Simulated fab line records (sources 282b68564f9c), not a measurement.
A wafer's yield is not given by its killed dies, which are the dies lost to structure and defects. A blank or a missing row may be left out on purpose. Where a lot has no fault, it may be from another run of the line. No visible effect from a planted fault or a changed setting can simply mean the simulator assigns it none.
Comparing a struck lot with a sound one / flow rit_cmos / 15 out of 202 route steps
Sound: wafers L491.3, L491.5, L491.6. The struck wafers were L501.1, L501.3, L501.6. The cause comes at the end.
At each step with rows: each side's tool, then ch and its chambers, then its first start. Under that, the readings that differ: sound wafers / struck wafers / difference of the means / sigmas: that difference in standard deviations of wafers without a fault.
alike: readings whose means differ by less than 2 such deviations, and words and numbers that are the same on both sides. not compared: withheld readings, readings that some wafer has no value for, bounds like >300 that may hide the same value, and numbers for which the record gives no deviation and whose values overlap.
A row with sigmas, a row that says differs or no value, or rows on one side alone: a step with any of these is where the two part. When numbers do not overlap yet have no deviation, they are printed without sigmas and do not part them. A reading missing from all wafers of one side parts the sides only when that side holds two or more wafers.

first, 1 step without rows for these wafers: RIT_PWELL_DEVELOP_05 (develop time 68 s).
RIT_PWELL_OVL_MEAS_06:
  sound on overlay-01 at day 2 09:47; struck on overlay-02 at day 4 11:14
reading=PWELL_OVL (nm); sound=2.0 5.6 2.4; struck=-0.4 0.1 -1.0; difference=-3.8; sigmas=-2
then, 2 steps without rows for these wafers: RIT_PWELL_HARDBAKE_07 (time 120 s); RIT_PWELL_IMPLANT_08.
RIT_PWELL_STRIP_09: strips in O2, time 180 s.
  sound on plasma_asher-03 ch 0,1, day 2 10:16; struck on plasma_asher-03 ch 0,1, day 4 11:46
  alike: drypump_motor_current_A, rf_refl_power_W
  not compared: rf_hours_counter_h
RIT_PWELL_TW_MEAS_10:
  sound on film_metro-01 at day 2 10:23; struck on film_metro-04 at day 4 11:57
reading=PWELL_TW; sound=952 956 952; struck=943 940 937; difference=-13; sigmas=-3
then, 1 step without rows for these wafers: RIT_WELLDRIVE_ANNEAL_00 (time 14700 s).
RIT_WELLDRIVE_RS_MEAS_01: a four-point-probe measurement.
  sound on film_metro-04 at day 2 17:28; struck on film_metro-01 at day 4 17:36
  alike: NWELL_RS
RIT_WELLDRIVE_RS_MEAS_02: a four-point-probe measurement.
  sound on film_metro-04 at day 2 17:35; struck on film_metro-01 at day 4 17:43
  alike: PWELL_RS
then, 3 steps without rows for these wafers: RIT_NRETRO_HMDS_00 (prime time 60 s); RIT_NRETRO_COAT_01 (resist thk 1300 nm); RIT_NRETRO_SOFTBAKE_02 (time 60 s).
RIT_NRETRO_EXPOSE_03: exposes mask M4, target cd 43900 nm.
  sound on iline_stepper-01 ch 0, day 2 18:17; struck on iline_stepper-01 ch 0, day 4 18:17
reading=model.NRETRO.overlay_x_nm (nm); sound=0.7458 0.7458 0.7458; struck=1.138 1.138 1.138; difference=+0.392; sigmas=
  alike: mask
then, 2 steps without rows for these wafers: RIT_NRETRO_PEB_04; RIT_M1_PROBE_99.

## WHERE THEY PART
Last at RIT_PWELL_TW_MEAS_10 as far as this record goes, first at RIT_PWELL_OVL_MEAS_06. Later steps at which nothing parts them and some readings are alike: RIT_WELLDRIVE_RS_MEAS_01, RIT_WELLDRIVE_RS_MEAS_02, RIT_NRETRO_EXPOSE_03.

WHY: what the simulator had put in
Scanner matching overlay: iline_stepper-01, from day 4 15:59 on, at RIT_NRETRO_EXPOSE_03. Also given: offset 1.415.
